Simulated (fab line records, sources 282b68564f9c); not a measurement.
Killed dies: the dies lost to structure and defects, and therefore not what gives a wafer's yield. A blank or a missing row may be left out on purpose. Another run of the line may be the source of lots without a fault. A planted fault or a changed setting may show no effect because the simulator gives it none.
What tool caused it? -- flow rit cmos -- 14 lots with 42 wafers sampled at 5 steps, on a route of 202 steps

== WHAT THE GAUGES SHOWED, per wafer ==
RIT_ACTIVE_CD_MEAS_11: target cd 1400 nm. Usual: cd nm reads 1401.0 nm (standard deviation 2.1).
lot,measured,on,cd nm (nm),flag
L583,day 1 19:53,cd sem-01,1399.1 1398.8 1399.4,
L584,day 2 01:37,cd sem-01,1402.1 1402.8 1401.3,
L585,day 2 05:34,cd sem-01,1399.4 1401.8 1401.9,
L587,day 2 16:25,cd sem-01,1399.8 1399.9 1400.3,
L588,day 2 22:58,cd sem-01,1400.9 1402.7 1401.7,
L591,day 3 11:40,cd sem-01,1401.0 1401.9 1398.0,
L593,day 3 22:11,cd sem-01,1399.4 1400.4 1400.8,
L594,day 4 03:16,cd sem-01,1402.9 1402.2 1403.3,
L595,day 4 07:40,cd sem-01,1399.5 1396.8 1398.7,
L596,day 4 14:19,cd sem-01,1403.5 1403.8 1403.4,
L597,day 4 17:28,cd sem-01,1399.8 1399.3 1398.7,
L599,day 5 03:39,cd sem-01,1399.4 1400.1 1400.2,
L600,day 5 11:06,cd sem-01,1402.8 1404.8 1403.1,
L601,day 5 14:32,cd sem-01,1400.7 1400.6 1402.2,

RIT_NRETRO_OVL_MEAS_06. Usual: NRETRO_OVL gives 1.1 nm (standard deviation 0.96).
lot,measured,on,NRETRO_OVL (nm),flag
L583,day 2 11:51,overlay-02,1.3 0.5 0.3,
L584,day 2 19:44,overlay-02,1.5 1.4 1.5,
L585,day 2 23:15,overlay-01,1.5 1.4 2.0,
L587,day 3 08:16,overlay-01,1.8 1.3 2.8,
L588,day 3 13:43,overlay-01,2.2 1.6 0.4,
L591,day 4 03:50,overlay-01,2.0 2.0 2.7,
L593,day 4 14:05,overlay-01,1.7 1.8 1.6,
L594,day 4 19:07,overlay-02,2.3 1.7 1.9,
L595,day 5 00:26,overlay-02,-0.8 -2.3 -1.0,
L596,day 5 04:49,overlay-02,1.0 2.5 1.5,
L597,day 5 10:33,overlay-01,0.9 2.5 0.2,
L599,day 5 22:25,overlay-01,0.8 0.6 1.1,
L600,day 6 03:26,overlay-02,0.9 1.8 0.3,
L601,day 6 06:15,overlay-02,1.0 0.6 0.7,

RIT_PSD_OVL_MEAS_06. Usual: PSD_OVL gives -0.5 nm (standard deviation 1.4).
lot,measured,on,PSD_OVL (nm),flag
L583,day 3 07:06,overlay-01,0.1 1.1 0.8,
L584,day 3 15:30,overlay-02,0.5 -0.6 -1.4,
L585,day 3 20:19,overlay-01,1.4 2.2 2.1,
L587,day 4 06:04,overlay-02,1.0 1.3 0.7,
L588,day 4 08:30,overlay-01,0.9 1.7 -0.1,
L591,day 5 00:20,overlay-01,2.0 0.7 1.9,
L593,day 5 12:31,overlay-02,-2.2 -3.1 -2.0,
L594,day 5 15:43,overlay-01,0.2 -1.9 0.1,
L595,day 5 23:29,overlay-02,-1.0 -0.3 -0.4,
L596,day 6 02:20,overlay-01,-0.6 -1.5 -0.3,
L597,day 6 06:02,overlay-01,-1.2 -2.8 -1.1,
L599,day 6 19:59,overlay-01,-0.1 -0.8 -0.3,
L600,day 6 23:04,overlay-01,1.2 -0.2 -0.6,
L601,day 7 01:55,overlay-02,-2.2 -1.8 -0.3,

RIT_CONTACT_CD_MEAS_90: target cd 1000 nm. Usual: cd nm reads 999.6 nm (standard deviation 2.4).
lot,measured,on,cd nm (nm),flag
L583,day 3 11:02,cd sem-01,1001.5 1001.5 998.3,
L584,day 3 19:19,cd sem-01,997.9 1000.5 998.3,
L585,day 4 00:14,cd sem-01,1000.9 998.1 1001.0,
L587,day 4 09:51,cd sem-01,997.4 998.8 999.8,
L588,day 4 12:25,cd sem-01,1000.2 1001.3 1001.0,
L591,day 5 04:16,cd sem-01,1002.9 999.8 1000.3,
L593,day 5 16:23,cd sem-01,1002.1 1001.1 998.2,
L594,day 5 19:37,cd sem-01,1001.6 998.1 1001.5,
L595,day 6 03:26,cd sem-01,1002.2 1002.0 1002.0,
L596,day 6 06:26,cd sem-02,995.9 997.0 996.6,
L597,day 6 09:47,cd sem-02,994.3 995.0 993.8,
L599,day 6 23:44,cd sem-01,1002.9 1003.5 1001.8,
L600,day 7 02:49,cd sem-01,- - -,OFF
L601,day 7 05:47,cd sem-02,- - -,OFF

== WHAT TOOL EACH LOT RAN ON (gives the tool, then ch and the chambers of the sampled wafers, and finally the start) ==
lot,RIT_CONTACT_CVD_00
L583,"pecvd-04 ch 0,1, day 3 09:08"
L584,"pecvd-02 ch 0,1,2, day 3 17:33"
L585,"pecvd-01 ch 1,2, day 3 22:19"
L587,"pecvd-02 ch 1,2, day 4 08:05"
L588,"pecvd-01 ch 0,1,2, day 4 10:31"
L591,"pecvd-01 ch 0,1,2, day 5 02:29"
L593,"pecvd-04 ch 0,1, day 5 14:31"
L594,"pecvd-01 ch 0,1,2, day 5 17:43"
L595,"pecvd-02 ch 0,1, day 6 01:29"
L596,"pecvd-04 ch 0,1,2, day 6 04:20"
L597,"pecvd-01 ch 0,1,2, day 6 08:01"
L599,"pecvd-04 ch 1,2, day 6 21:59"
L600,"pecvd-01 ch 0,2, day 7 01:04"
L601,"pecvd-02 ch 0,1,2, day 7 03:54"
- RIT_CONTACT_CVD_00: deposits SiO2 from TEOS, target thk 400 nm, time 61 s.

== WHAT THE TOOLS THEMSELVES READ (means of the sampled wafers that have a number; where no wafer has one, the mark that the record gives instead) ==
RIT_CONTACT_CVD_00. Usual: heater power w 350 W, standard deviation 48; rf fwd power W 396.4 W, standard deviation 1.4.
lot,tool,heater power w (W),rf fwd power W (W),flag
L583,pecvd-04,341,396.4,
L584,pecvd-02,348,398.1,
L585,pecvd-01,286,395.6,
L587,pecvd-02,315,396.2,
L588,pecvd-01,351,395.3,
L591,pecvd-01,331,395.5,
L593,pecvd-04,348,396.3,
L594,pecvd-01,341,395.2,
L595,pecvd-02,362,398.9,
L596,pecvd-04,340,396.2,
L597,pecvd-01,346,395.9,
L599,pecvd-04,387,396.4,
L600,pecvd-01,-,-,OFF
L601,pecvd-02,-,-,OFF

== THE ANSWER, worked out from the rows above alone ==
Rule: a lot counts as off when the mean over its wafers that have a number is more than 3 standard deviations away from the usual mean. A lot without any number at a reading at which 4 lots or more have one is off too. Where the step has rows for the other lots, those lots are counted as sound. After the gauges, taken in route order, come the tools' own readings; for these a lot's mean is taken, as printed above. At the first step where some lot is off, the reading lying furthest off is the one used; lots without a number count as furthest.
Off, at RIT_CONTACT_CD_MEAS_90 on cd nm: L600, L601. Without a number there: L600, L601.
If a tool, at a process step before that reading, ran all the lots that are off and no sound lot after the first of them, it fits. The gauges at RIT_CONTACT_CD_MEAS_90 aren't tried: what is off there is off at RIT_CONTACT_CVD_00 too, on other tools, and a gauge's error can't cause that. Not one of the candidates tried fits.

== WHAT WAS PUT IN BY THE SIMULATOR ==
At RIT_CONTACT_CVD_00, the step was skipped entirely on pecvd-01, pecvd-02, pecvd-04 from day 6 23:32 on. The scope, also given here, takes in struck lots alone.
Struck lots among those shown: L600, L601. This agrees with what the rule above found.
